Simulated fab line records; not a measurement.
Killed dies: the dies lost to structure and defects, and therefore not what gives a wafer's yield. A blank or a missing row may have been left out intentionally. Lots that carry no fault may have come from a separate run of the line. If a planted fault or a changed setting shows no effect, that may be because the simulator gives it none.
fab line records	flow rit_cmos	part 1 of 2: steps 1 to 31 of 32
record lots=5	wafers=23
route steps=202 shown ACTIVE@4 FOX1@20 NWELL@36 PWELL@47 PRETRO@66 NLDD@104 PLDD@122 NSD@132 PSD@147 M1@202
start_h: hours from the record's opening day to when the first of the lot's shown wafers began	wait_h: hours elapsed since this lot's preceding step	" repeats the value in the row above	L1.1+2: a single row standing in for several wafers	- value missing, or start not given	* or withheld: withheld	< > ~ a bound
route shown NAME@n: NAME is a module with steps in the file, n the number in the route of the first one	usual: mean/standard deviation of fault-free wafers	same: alike in all rows	chamber/n: place in a boat	sites: readings site by site	_std_site: how widely they spread, as a standard deviation	_edge_site: mean of outer sites minus mean of inner sites	radius_mm: for every site, how far away it sits from the centre of the wafer	mask NAME#n: copy n	behind: the last tool/chamber to shape the wafer	hold: cause of the lot's hold/its duration in hours/its outcome	device: the transistor (n, p or np) that didn't switch	end of line: tests run on the same wafers once the route is complete	step lacking rows: just its recipe	killed: dies lost to structure and defects at the first sort, not the wafer's yield	map: a wafer's dies, marking killed ones x, the rest . and places with no die _
set.NAME: the setting the step ran with; set.NAME@STEP: the setting that earlier step ran with	model.NAME: the simulator's own value behind a step, which no gauge read
lots run with intentionally changed settings; tables by step, rows by wafer
## steps
# step RIT_ACTIVE_CVD_03
# recipe material=Si3N4	target_thk_nm=150	temp_c=810	precursor=SiH2Cl2/NH3	time_s=1500	pressure_mtorr=300	sih2cl2_flow_sccm=60	nh3_flow_sccm=150
lot.wafer	tool	chamber	start_h	wait_h	set.time_s	model.Si3N4_of_ACTIVE_CVD_03.thk_nm
L074.1	-	-	-	0.1	1566	157.2
L074.3	"	-	"	"	1566	156.8
L074.4	"	-	"	"	1566	156.9
L074.5	"	-	"	"	1566	158.3
L074.6	"	-	"	"	1566	157.4
L076.1+6	-	-	-	0.1	1419	140.4
L076.2	"	-	"	"	1419	141.2
L076.3	"	-	"	"	1419	140.3
L076.5	"	-	"	"	1419	141.6
L080.2+6	lpcvd-01	0	44.30	0.0	1500	150
L080.4	"	0	"	"	1500	151
L081.1	-	-	-	0.1	1500	153.1
L081.3	"	-	"	"	1500	152.7
L081.4	"	-	"	"	1500	152.8
L081.5	"	-	"	"	1500	154
L081.6	"	-	"	"	1500	152
L084.1	-	-	-	0.1	1441	145.9
L084.2	"	-	"	"	1441	144.6
L084.4	"	-	"	"	1441	145.1
L084.5	"	-	"	"	1441	145.5
L084.6	"	-	"	"	1441	146.8
# step RIT_ACTIVE_THK_MEAS_04
# recipe reads=Si3N4_of_ACTIVE_CVD_03
# usual ACTIVE_NITRIDE_THK=150.4/1.4
lot.wafer	tool	chamber	start_h	wait_h	set.time_s@ACTIVE_CVD_03	ACTIVE_NITRIDE_THK[nm]
L074.1	film_metro-02	-	-	-	1566	157.4
L074.3	"	-	"	"	1566	156.9
L074.4	"	-	"	"	1566	156.9
L074.5	"	-	"	"	1566	158.3
L074.6	"	-	"	"	1566	157.5
L076.1	film_metro-01	-	-	-	1419	140.5
L076.2	"	-	"	"	1419	141.1
L076.3	"	-	"	"	1419	140.3
L076.5	"	-	"	"	1419	141.6
L076.6	"	-	"	"	1419	140.4
L080.2	film_metro-02	-	45.73	0.0	1500	150.0
L080.4	"	-	"	"	1500	151.1
L080.6	"	-	"	"	1500	150.1
L081.1	film_metro-01	-	-	-	1500	153.1
L081.3	"	-	"	"	1500	152.7
L081.4	"	-	"	"	1500	152.7
L081.5	"	-	"	"	1500	154.0
L081.6	"	-	"	"	1500	152.1
L084.1	film_metro-01	-	-	-	1441	146.0
L084.2	"	-	"	"	1441	144.6
L084.4	"	-	"	"	1441	145.0
L084.5	"	-	"	"	1441	145.5
L084.6	"	-	"	"	1441	146.6
# step RIT_ACTIVE_ETCH_13
# recipe stop_on=SiO2	chemistry=SF6	target=Si3N4	time_s=210	over_etch_frac=0.4	SF6_flow_sccm=200	pressure_mtorr=260	rf_w=125	target_depth_a=2100
lot.wafer	tool	chamber	start_h	wait_h	set.rf_w	set.time_s@ACTIVE_CVD_03	model.etch.depth_nm
L074.1	rie_diel-03	2	17.19	0.1	118.6	1566	157.2
L074.3	"	0	"	"	125	1566	156.8
L074.4	"	3	"	"	118.6	1566	156.9
L074.5	"	2	"	"	125	1566	158.3
L074.6	"	1	"	"	125	1566	157.4
L076.1	rie_diel-02	0	26.48	0.1	113.3	1419	140.4
L076.2	"	2	"	"	125	1419	141.2
L076.3	"	1	"	"	125	1419	140.3
L076.5	"	1	"	"	113.3	1419	141.6
L076.6	"	0	"	"	125	1419	140.4
L080.2+6	rie_diel-03	3,2	46.90	0.1	125	1500	150
L080.4	"	1	"	"	125	1500	151
L081.1	rie_diel-02	1	50.27	0.1	129.8	1500	153.1
L081.3	"	2	"	"	129.8	1500	152.7
L081.4	"	3	"	"	129.8	1500	152.8
L081.5	"	2	"	"	125	1500	154
L081.6	"	1	"	"	125	1500	152
L084.1	rie_diel-02	3	66.01	0.1	119.9	1441	145.9
L084.2	"	0	"	"	119.9	1441	144.6
L084.4	"	1	"	"	125	1441	145.1
L084.5	"	2	"	"	119.9	1441	145.5
L084.6	"	3	"	"	125	1441	146.8
# step RIT_FOX1_OXIDATION_00
# recipe temp_c=1100	ambient=H2O	target_thk_a=3507	p_h2o_torr=720	ox_time_s=1130
lot.wafer	tool	chamber	start_h	wait_h	set.temp_c	set.time_s@ACTIVE_CVD_03	model.Si3N4_of_ACTIVE_CVD_03.thk_nm
L074.1	-	-	-	2.8	1100	1566	149.7
L074.3+4	"	-	"	"	1100	1566	149.4
L074.5	"	-	"	"	1100	1566	150.8
L074.6	"	-	"	"	1100	1566	149.9
L076.1+6	-	-	-	0.8	1100	1419	132.9
L076.2	"	-	"	"	1100	1419	133.7
L076.3	"	-	"	"	1100	1419	132.8
L076.5	"	-	"	"	1100	1419	134.1
L080.2+6	furnace-01	0	47.88	0.2	1100	1500	142.6
L080.4	"	0	"	"	1100	1500	143.5
L081.1	-	-	-	0.9	1100	1500	145.6
L081.3	"	-	"	"	1100	1500	145.3
L081.4	"	-	"	"	1100	1500	145.4
L081.5	"	-	"	"	1100	1500	146.6
L081.6	"	-	"	"	1100	1500	144.6
L084.1	-	-	-	0.8	1121	1441	137.8
L084.2	"	-	"	"	1121	1441	136.6
L084.4	"	-	"	"	1121	1441	137.1
L084.5	"	-	"	"	1121	1441	137.4
L084.6	"	-	"	"	1121	1441	138.7
# step RIT_NWELL_IMPLANT_08
# recipe species=P	energy_kev=170	dose_cm2=5e+13	tilt_deg=7
lot.wafer	tool	chamber	start_h	wait_h	set.energy_kev	model.implant.rp_nm	model.implant.drp_nm
L074.1+6	implanter-04	0	25.96	0.2	174.7	217.3	70.25
L074.3+4+5	"	0	"	"	170	211.3	68.82
L076.1+2+3+5+6	implanter-03	0	33.39	0.2	170	214	68.82
L080.2+4+6	implanter-04	0	53.60	0.2	170	220.9	68.82
L081.1+3+5	implanter-04	0	57.80	0.2	170	207.6	68.82
L081.4+6	"	0	"	"	180.1	220.3	71.86
L084.1+5	implanter-03	0	72.86	0.2	178.2	222.7	71.3
L084.2+4+6	"	0	"	"	170	212.2	68.82
# step RIT_PWELL_IMPLANT_08
# recipe species=B	energy_kev=170	dose_cm2=7e+13	tilt_deg=7
lot.wafer	tool	chamber	start_h	wait_h	set.energy_kev	model.implant.rp_nm	model.implant.drp_nm
L074.1+5	implanter-03	0	27.51	0.2	179.4	488.3	104.4
L074.3+4+6	"	0	"	"	170	468.5	102.9
L076.1+2+3	implanter-04	0	34.94	0.2	174.1	485.1	103.6
L076.5+6	"	0	"	"	170	476.3	102.9
L080.2+4+6	implanter-04	0	55.15	0.2	170	464.7	102.9
L081.1+4	implanter-03	0	59.59	0.2	166.5	473.3	102.2
L081.3+5+6	"	0	"	"	170	480.8	102.9
L084.1+4+5	implanter-01	0	74.41	0.2	176.8	494.1	104
L084.2+6	"	0	"	"	170	479.4	102.9
# step RIT_PRETRO_SOFTBAKE_02
# recipe resist=NOVOLAK	temp_c=90	time_s=60
lot.wafer	tool	chamber	start_h	wait_h	set.temp_c
L074.1+3+6	litho_track-02	0	36.62	0.1	90
L074.4+5	"	0	"	"	91.01
L076.1+3+6	litho_track-02	0	47.18	0.1	86.38
L076.2+5	"	0	"	"	90
L080.2+4+6	litho_track-02	0	63.96	0.1	90
L081.1+3+4+5+6	litho_track-02	0	67.73	0.1	90
L084.1+5+6	litho_track-02	0	81.97	0.1	90
L084.2+4	"	0	"	"	92.23
# step RIT_PRETRO_EXPOSE_03
# recipe mask_id=M5	na=0.57	target_cd_nm=43700	dose_mj=250
# step RIT_PRETRO_PEB_04
# recipe resist=NOVOLAK	temp_c=withheld	time_s=withheld
# step RIT_PRETRO_DEVELOP_05
# recipe resist=NOVOLAK	develop_time_s=68	dev_temp_c=23
lot.wafer	tool	chamber	start_h	wait_h	set.temp_c@PRETRO_SOFTBAKE_02	model.NOVOLAK_of_PRETRO_COAT_01.thk_nm
L074.1	litho_track-04	0	-	-	90	1304
L074.3+6	"	0	"	"	90	1302
L074.4	"	0	"	"	91.01	1300
L074.5	"	0	"	"	91.01	1302
L076.1	litho_track-03	0	-	-	86.38	1318
L076.2	"	0	"	"	90	1306
L076.3	"	0	"	"	86.38	1319
L076.5	"	0	"	"	90	1302
L076.6	"	0	"	"	86.38	1321
L080.2	litho_track-03	0	-	-	90	1301
L080.4+6	"	0	"	"	90	1304
L081.1	litho_track-03	0	-	-	90	1302
L081.3+4	"	0	"	"	90	1306
L081.5	"	0	"	"	90	1305
L081.6	"	0	"	"	90	1308
L084.1+5	litho_track-03	0	-	-	90	1307
L084.2	"	0	"	"	92.23	1302
L084.4	"	0	"	"	92.23	1300
L084.6	"	0	"	"	90	1306
# step RIT_PRETRO_IMPLANT_08
# recipe species=B	energy_kev=45	dose_cm2=1.2e+13	tilt_deg=7
lot.wafer	tool	chamber	start_h	wait_h	set.energy_kev	model.implant.rp_nm	model.implant.drp_nm
L074.1+3	implanter-02	0	37.48	0.2	46.13	145.1	55.89
L074.4+5+6	"	0	"	"	45	141.8	55.07
L076.1+2	implanter-02	0	48.17	0.2	46.08	148.4	55.85
L076.3+5+6	"	0	"	"	45	145.1	55.07
L080.2+4+6	implanter-01	0	64.83	0.2	45	145.7	55.07
L081.1+3+6	implanter-03	0	68.59	0.2	42.47	135.8	53.2
L081.4+5	"	0	"	"	45	143.4	55.07
L084.1+4	implanter-03	0	82.84	0.2	45	141.6	55.07
L084.2+5+6	"	0	"	"	42.86	135.2	53.49
# step RIT_NLDD_COAT_01
# recipe resist=NOVOLAK	spin_rpm=3250	resist_thk_nm=1000
lot.wafer	tool	chamber	start_h	wait_h	set.resist_thk_nm	model.NOVOLAK_of_NLDD_COAT_01.thk_nm
L074.1	litho_track-02	0	51.95	0.1	961.8	968.5
L074.3	"	0	"	"	1000	1005
L074.4	"	0	"	"	1000	1006
L074.5	"	0	"	"	1000	1008
L074.6	"	0	"	"	961.8	966.2
L076.1+3	litho_track-04	0	60.64	0.1	1042	1039
L076.2	"	0	"	"	1000	998.3
L076.5	"	0	"	"	1000	998
L076.6	"	0	"	"	1000	1000
L080.2+4	litho_track-02	0	75.60	0.1	1000	1005
L080.6	"	0	"	"	1000	1004
L081.1	litho_track-02	0	80.76	0.1	1000	1001
L081.3+5	"	0	"	"	1000	1003
L081.4	"	0	"	"	956.9	958.7
L081.6	"	0	"	"	956.9	959.6
L084.1	litho_track-02	0	92.79	0.1	1039	1046
L084.2	"	0	"	"	1039	1045
L084.4	"	0	"	"	1000	1006
L084.5+6	"	0	"	"	1000	1002
# step RIT_NLDD_SOFTBAKE_02
# recipe resist=NOVOLAK	temp_c=90	time_s=60
# step RIT_NLDD_EXPOSE_03
# recipe mask_id=M7	na=0.57	target_cd_nm=40700	dose_mj=250
# step RIT_NLDD_DEVELOP_05
# recipe resist=NOVOLAK	develop_time_s=50	dev_temp_c=23
# step RIT_NLDD_HARDBAKE_07
# recipe resist=NOVOLAK	temp_c=140	time_s=60
lot.wafer	tool	chamber	start_h	wait_h	set.resist_thk_nm@NLDD_COAT_01	model.NOVOLAK_of_NLDD_COAT_01.thk_nm
L074.1	litho_track-04	0	52.69	0.0	961.8	856.3
L074.3	"	0	"	"	1000	888.1
L074.4	"	0	"	"	1000	888.8
L074.5	"	0	"	"	1000	890.5
L074.6	"	0	"	"	961.8	854.1
L076.1	litho_track-01	0	61.37	0.0	1042	917.7
L076.2	"	0	"	"	1000	882.2
L076.3	"	0	"	"	1042	917.9
L076.5	"	0	"	"	1000	882.1
L076.6	"	0	"	"	1000	883.9
L080.2	litho_track-04	0	76.60	0.0	1000	888.2
L080.4	"	0	"	"	1000	888.4
L080.6	"	0	"	"	1000	887.3
L081.1	litho_track-02	0	81.50	0.0	1000	884.2
L081.3	"	0	"	"	1000	886.2
L081.4	"	0	"	"	956.9	847.7
L081.5	"	0	"	"	1000	886.4
L081.6	"	0	"	"	956.9	848.4
L084.1	litho_track-01	0	93.65	0.0	1039	924
L084.2	"	0	"	"	1039	923.5
L084.4	"	0	"	"	1000	889.2
L084.5	"	0	"	"	1000	885.3
L084.6	"	0	"	"	1000	885.6
# step RIT_NLDD_IMPLANT_08
# recipe species=P	energy_kev=20	dose_cm2=5e+14	tilt_deg=7
lot.wafer	tool	chamber	start_h	wait_h	set.dose_cm2
L074.1+3+4	implanter-02	0	52.84	0.1	5e+14
L074.5+6	"	0	"	"	5.233e+14
L076.1+6	implanter-02	0	61.52	0.1	5e+14
L076.2+3+5	"	0	"	"	4.855e+14
L080.2+4+6	implanter-02	0	76.75	0.1	5e+14
L081.1+3+4	implanter-03	0	81.65	0.1	5e+14
L081.5+6	"	0	"	"	5.284e+14
L084.1+2+4	implanter-02	0	93.80	0.1	5.133e+14
L084.5+6	"	0	"	"	5e+14
# step RIT_NLDD_STRIP_09
# recipe chemistry=O2	time_s=180	resist=NOVOLAK	platen_temp_c=withheld	power_w=500	pressure_mtorr=4000	o2_flow_sccm=4000
# step RIT_NLDD_TW_MEAS_10
# usual NLDD_TW=2469/16
lot.wafer	tool	chamber	start_h	wait_h	set.dose_cm2@NLDD_IMPLANT_08	NLDD_TW
L074.1	film_metro-04	-	53.16	0.1	5e+14	2461
L074.3	"	-	"	"	5e+14	2435
L074.4	"	-	"	"	5e+14	2454
L074.5	"	-	"	"	5.233e+14	2476
L074.6	"	-	"	"	5.233e+14	2475
L076.1	film_metro-02	-	61.85	0.1	5e+14	2465
L076.2	"	-	"	"	4.855e+14	2452
L076.3	"	-	"	"	4.855e+14	2448
L076.5	"	-	"	"	4.855e+14	2446
L076.6	"	-	"	"	5e+14	2478
L080.2	film_metro-02	-	77.06	0.1	5e+14	2474
L080.4	"	-	"	"	5e+14	2468
L080.6	"	-	"	"	5e+14	2469
L081.1	film_metro-04	-	81.97	0.1	5e+14	2445
L081.3	"	-	"	"	5e+14	2447
L081.4	"	-	"	"	5e+14	2464
L081.5	"	-	"	"	5.284e+14	2494
L081.6	"	-	"	"	5.284e+14	2489
L084.1	film_metro-01	-	94.13	0.1	5.133e+14	2512
L084.2	"	-	"	"	5.133e+14	2490
L084.4	"	-	"	"	5.133e+14	2502
L084.5	"	-	"	"	5e+14	2492
L084.6	"	-	"	"	5e+14	2491
# step RIT_PLDD_IMPLANT_08
# recipe species=BF2	energy_kev=20	dose_cm2=9e+14	tilt_deg=7
lot.wafer	tool	chamber	start_h	wait_h	set.energy_kev	model.implant.rp_nm	model.implant.drp_nm
L074.1+5	implanter-01	0	54.38	0.1	19.14	17.22	9.455
L074.3+4+6	"	0	"	"	20	17.82	9.752
L076.1+2+3+5+6	implanter-03	0	63.29	0.1	20	18	9.752
L080.2+4+6	implanter-03	0	78.57	0.1	20	17.91	9.752
L081.1+4+5	implanter-04	0	83.31	0.1	20	17.99	9.752
L081.3+6	"	0	"	"	19.6	17.71	9.614
L084.1+5+6	implanter-03	0	95.22	0.1	20	17.21	9.752
L084.2+4	"	0	"	"	18.91	16.47	9.375
# step RIT_PLDD_STRIP_09
# recipe chemistry=O2	time_s=180	resist=NOVOLAK	platen_temp_c=withheld	power_w=500	pressure_mtorr=4000	o2_flow_sccm=4000
# step RIT_PLDD_TW_MEAS_10
# usual PLDD_TW=2327/16
lot.wafer	tool	chamber	start_h	wait_h	set.energy_kev@PLDD_IMPLANT_08	PLDD_TW
L074.1	film_metro-04	-	54.71	0.1	19.14	2281
L074.3	"	-	"	"	20	2319
L074.4	"	-	"	"	20	2299
L074.5	"	-	"	"	19.14	2283
L074.6	"	-	"	"	20	2304
L076.1	film_metro-02	-	63.61	0.1	20	2329
L076.2	"	-	"	"	20	2326
L076.3	"	-	"	"	20	2333
L076.5	"	-	"	"	20	2334
L076.6	"	-	"	"	20	2341
L080.2	film_metro-02	-	78.88	0.1	20	2337
L080.4	"	-	"	"	20	2336
L080.6	"	-	"	"	20	2331
L081.1	film_metro-01	-	83.63	0.1	20	2350
L081.3	"	-	"	"	19.6	2334
L081.4	"	-	"	"	20	2345
L081.5	"	-	"	"	20	2336
L081.6	"	-	"	"	19.6	2326
L084.1	film_metro-01	-	95.55	0.1	20	2331
L084.2	"	-	"	"	18.91	2307
L084.4	"	-	"	"	18.91	2297
L084.5	"	-	"	"	20	2351
L084.6	"	-	"	"	20	2348
# step RIT_NSD_COAT_01
# recipe resist=NOVOLAK	spin_rpm=3250	resist_thk_nm=1000
lot.wafer	tool	chamber	start_h	wait_h	set.resist_thk_nm	model.NOVOLAK_of_NSD_COAT_01.thk_nm
L074.1	litho_track-02	0	57.44	0.1	1000	997.5
L074.3	"	0	"	"	1000	998.7
L074.4	"	0	"	"	1000	996.7
L074.5	"	0	"	"	1000	998.2
L074.6	"	0	"	"	1000	1000
L076.1+2	litho_track-02	0	66.31	0.1	1052	1053
L076.3	"	0	"	"	1000	999.4
L076.5	"	0	"	"	1000	1000
L076.6	"	0	"	"	1052	1054
L080.2	litho_track-03	0	81.92	0.1	1000	995.5
L080.4	"	0	"	"	1000	997.4
L080.6	"	0	"	"	1000	996.5
L081.1+4	litho_track-02	0	86.37	0.1	1000	1003
L081.3	"	0	"	"	968.4	968.8
L081.5	"	0	"	"	968.4	970.5
L081.6	"	0	"	"	968.4	966.8
L084.1	litho_track-03	0	98.25	0.1	949.1	948.2
L084.2	"	0	"	"	949.1	949.9
L084.4	"	0	"	"	1000	1000
L084.5	"	0	"	"	1000	995
L084.6	"	0	"	"	949.1	947.4
# step RIT_NSD_SOFTBAKE_02
# recipe resist=NOVOLAK	temp_c=90	time_s=60
# step RIT_NSD_EXPOSE_03
# recipe mask_id=M9	na=0.57	target_cd_nm=40700	dose_mj=250
# step RIT_NSD_DEVELOP_05
# recipe resist=NOVOLAK	develop_time_s=50	dev_temp_c=23
# step RIT_NSD_HARDBAKE_07
# recipe resist=NOVOLAK	temp_c=140	time_s=60
lot.wafer	tool	chamber	start_h	wait_h	set.resist_thk_nm@NSD_COAT_01	model.NOVOLAK_of_NSD_COAT_01.thk_nm
L074.1	litho_track-04	0	58.31	0.0	1000	881.6
L074.3	"	0	"	"	1000	882.6
L074.4	"	0	"	"	1000	880.9
L074.5	"	0	"	"	1000	882.2
L074.6	"	0	"	"	1000	884.2
L076.1+2	litho_track-04	0	67.05	0.0	1052	930.4
L076.3	"	0	"	"	1000	883.3
L076.5	"	0	"	"	1000	883.8
L076.6	"	0	"	"	1052	931.1
L080.2	litho_track-02	0	82.98	0.2	1000	879.9
L080.4	"	0	"	"	1000	881.4
L080.6	"	0	"	"	1000	880.7
L081.1	litho_track-02	0	87.26	0.0	1000	886.3
L081.3	"	0	"	"	968.4	856.5
L081.4	"	0	"	"	1000	886.2
L081.5	"	0	"	"	968.4	857.9
L081.6	"	0	"	"	968.4	854.7
L084.1	litho_track-03	0	99.11	0.0	949.1	838.4
L084.2	"	0	"	"	949.1	840
L084.4	"	0	"	"	1000	884.1
L084.5	"	0	"	"	1000	879.3
L084.6	"	0	"	"	949.1	837.7
# step RIT_PSD_DEVELOP_05
# recipe resist=NOVOLAK	develop_time_s=50	dev_temp_c=23
lot.wafer	tool	chamber	start_h	wait_h	set.dev_temp_c
L074.1+4+5	litho_track-03	0	-	-	23
L074.3+6	"	0	"	"	25.3
L076.1+5+6	litho_track-01	0	-	-	24.08
L076.2+3	"	0	"	"	23
L080.2+4+6	litho_track-04	0	-	-	23
L081.1+3+4+5+6	litho_track-04	0	-	-	23
L084.1+2+4+5+6	litho_track-03	0	-	-	23
# step RIT_PSD_HARDBAKE_07
# recipe resist=NOVOLAK	temp_c=140	time_s=60
# step RIT_SDANNEAL_RS_MEAS_06
# recipe thk_meas_gauge=four-point-probe
# usual PLDD_RS=178.2/0.54
lot.wafer	tool	chamber	start_h	wait_h	set.energy_kev@PLDD_IMPLANT_08	PLDD_RS[ohm/sq]
L074.1	film_metro-02	-	61.13	0.1	19.14	181.8
L074.3	"	-	"	"	20	179.3
L074.4	"	-	"	"	20	178.8
L074.5	"	-	"	"	19.14	181.3
L074.6	"	-	"	"	20	179.1
L076.1	film_metro-02	-	70.06	0.1	20	178.4
L076.2	"	-	"	"	20	178.6
L076.3	"	-	"	"	20	178.2
L076.5	"	-	"	"	20	177.8
L076.6	"	-	"	"	20	178.4
L080.2	film_metro-01	-	85.76	0.1	20	177.6
L080.4	"	-	"	"	20	177.4
L080.6	"	-	"	"	20	177.5
L081.1	film_metro-02	-	90.16	0.1	20	178.7
L081.3	"	-	"	"	19.6	180.4
L081.4	"	-	"	"	20	178.5
L081.5	"	-	"	"	20	178.8
L081.6	"	-	"	"	19.6	180.2
L084.1	film_metro-01	-	101.86	0.1	20	178.1
L084.2	"	-	"	"	18.91	182.6
L084.4	"	-	"	"	18.91	182.0
L084.5	"	-	"	"	20	177.8
L084.6	"	-	"	"	20	178.6
# step RIT_SDANNEAL_RS_MEAS_07
# recipe thk_meas_gauge=four-point-probe
# usual NLDD_RS=151.4/0.6
lot.wafer	tool	chamber	start_h	wait_h	set.dose_cm2@NLDD_IMPLANT_08	NLDD_RS[ohm/sq]
L074.1	film_metro-02	-	61.25	0.1	5e+14	152.3
L074.3	"	-	"	"	5e+14	151.7
L074.4	"	-	"	"	5e+14	152.2
L074.5	"	-	"	"	5.233e+14	146.6
L074.6	"	-	"	"	5.233e+14	146.5
L076.1	film_metro-02	-	70.18	0.1	5e+14	151.2
L076.2	"	-	"	"	4.855e+14	154.9
L076.3	"	-	"	"	4.855e+14	154.8
L076.5	"	-	"	"	4.855e+14	154.7
L076.6	"	-	"	"	5e+14	150.7
L080.2	film_metro-01	-	85.88	0.1	5e+14	151.9
L080.4	"	-	"	"	5e+14	151.2
L080.6	"	-	"	"	5e+14	151.6
L081.1	film_metro-02	-	90.28	0.1	5e+14	150.6
L081.3	"	-	"	"	5e+14	151.1
L081.4	"	-	"	"	5e+14	150.7
L081.5	"	-	"	"	5.284e+14	144.4
L081.6	"	-	"	"	5.284e+14	144.5
L084.1	film_metro-01	-	101.98	0.1	5.133e+14	146.9
L084.2	"	-	"	"	5.133e+14	147.4
L084.4	"	-	"	"	5.133e+14	147.1
L084.5	"	-	"	"	5e+14	150.8
L084.6	"	-	"	"	5e+14	150.6
## key
split step=RIT_ACTIVE_CVD_03	setting=time_s	stated=1500	by=lot
response step=RIT_ACTIVE_CVD_03	reading=model.Si3N4_of_ACTIVE_CVD_03.thk_nm	change=+1.63	per=1%	r=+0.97
response step=RIT_ACTIVE_THK_MEAS_04	reading=ACTIVE_NITRIDE_THK	change=+1.64	per=1%	r=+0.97
response step=RIT_ACTIVE_ETCH_13	reading=model.etch.depth_nm	change=+1.63	per=1%	r=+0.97
response step=RIT_FOX1_OXIDATION_00	reading=model.Si3N4_of_ACTIVE_CVD_03.thk_nm	change=+1.67	per=1%	r=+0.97
split step=RIT_ACTIVE_ETCH_13	setting=rf_w	stated=125	by=wafer
response none clear
split step=RIT_FOX1_OXIDATION_00	setting=temp_c	stated=1100	by=lot
response none clear
split step=RIT_NWELL_IMPLANT_08	setting=energy_kev	stated=170	by=wafer
response step=RIT_NWELL_IMPLANT_08	reading=model.implant.rp_nm	change=+2.16	per=1%	r=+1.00
response step=RIT_NWELL_IMPLANT_08	reading=model.implant.drp_nm	change=+0.513	per=1%	r=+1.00
split step=RIT_PWELL_IMPLANT_08	setting=energy_kev	stated=170	by=wafer
response step=RIT_PWELL_IMPLANT_08	reading=model.implant.rp_nm	change=+3.63	per=1%	r=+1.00
response step=RIT_PWELL_IMPLANT_08	reading=model.implant.drp_nm	change=+0.276	per=1%	r=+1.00
split step=RIT_PRETRO_SOFTBAKE_02	setting=temp_c	stated=90	by=wafer
response step=RIT_PRETRO_DEVELOP_05	reading=model.NOVOLAK_of_PRETRO_COAT_01.thk_nm	change=-3.2	per=1%	r=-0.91
split step=RIT_PRETRO_IMPLANT_08	setting=energy_kev	stated=45	by=wafer
response step=RIT_PRETRO_IMPLANT_08	reading=model.implant.rp_nm	change=+1.35	per=1%	r=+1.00
response step=RIT_PRETRO_IMPLANT_08	reading=model.implant.drp_nm	change=+0.331	per=1%	r=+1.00
split step=RIT_NLDD_COAT_01	setting=resist_thk_nm	stated=1000	by=wafer
response step=RIT_NLDD_COAT_01	reading=model.NOVOLAK_of_NLDD_COAT_01.thk_nm	change=+10.1	per=1%	r=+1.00
response step=RIT_NLDD_HARDBAKE_07	reading=model.NOVOLAK_of_NLDD_COAT_01.thk_nm	change=+8.84	per=1%	r=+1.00
split step=RIT_NLDD_IMPLANT_08	setting=dose_cm2	stated=5e+14	by=wafer
response step=RIT_NLDD_TW_MEAS_10	reading=NLDD_TW	change=+6.24	per=1%	r=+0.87
response step=RIT_SDANNEAL_RS_MEAS_07	reading=NLDD_RS	change=-1.19	per=1%	r=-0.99
split step=RIT_PLDD_IMPLANT_08	setting=energy_kev	stated=20	by=wafer
response step=RIT_PLDD_IMPLANT_08	reading=model.implant.rp_nm	change=+0.137	per=1%	r=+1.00
response step=RIT_PLDD_IMPLANT_08	reading=model.implant.drp_nm	change=+0.069	per=1%	r=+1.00
response step=RIT_PLDD_TW_MEAS_10	reading=PLDD_TW	change=+6.92	per=1%	r=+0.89
response step=RIT_SDANNEAL_RS_MEAS_06	reading=PLDD_RS	change=-0.698	per=1%	r=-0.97
response step=RIT_M1_PROBE_99	reading=model.etest.pldd.rs_ohm_sq	change=-15	per=1%	r=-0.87
response step=RIT_M1_PROBE_99	reading=model.etest.pldd.line_ohm_um	change=-4.78	per=1%	r=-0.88
split step=RIT_NSD_COAT_01	setting=resist_thk_nm	stated=1000	by=wafer
response step=RIT_NSD_COAT_01	reading=model.NOVOLAK_of_NSD_COAT_01.thk_nm	change=+10.1	per=1%	r=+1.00
response step=RIT_NSD_HARDBAKE_07	reading=model.NOVOLAK_of_NSD_COAT_01.thk_nm	change=+8.87	per=1%	r=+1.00
split step=RIT_PSD_DEVELOP_05	setting=dev_temp_c	stated=23	by=wafer
response none clear
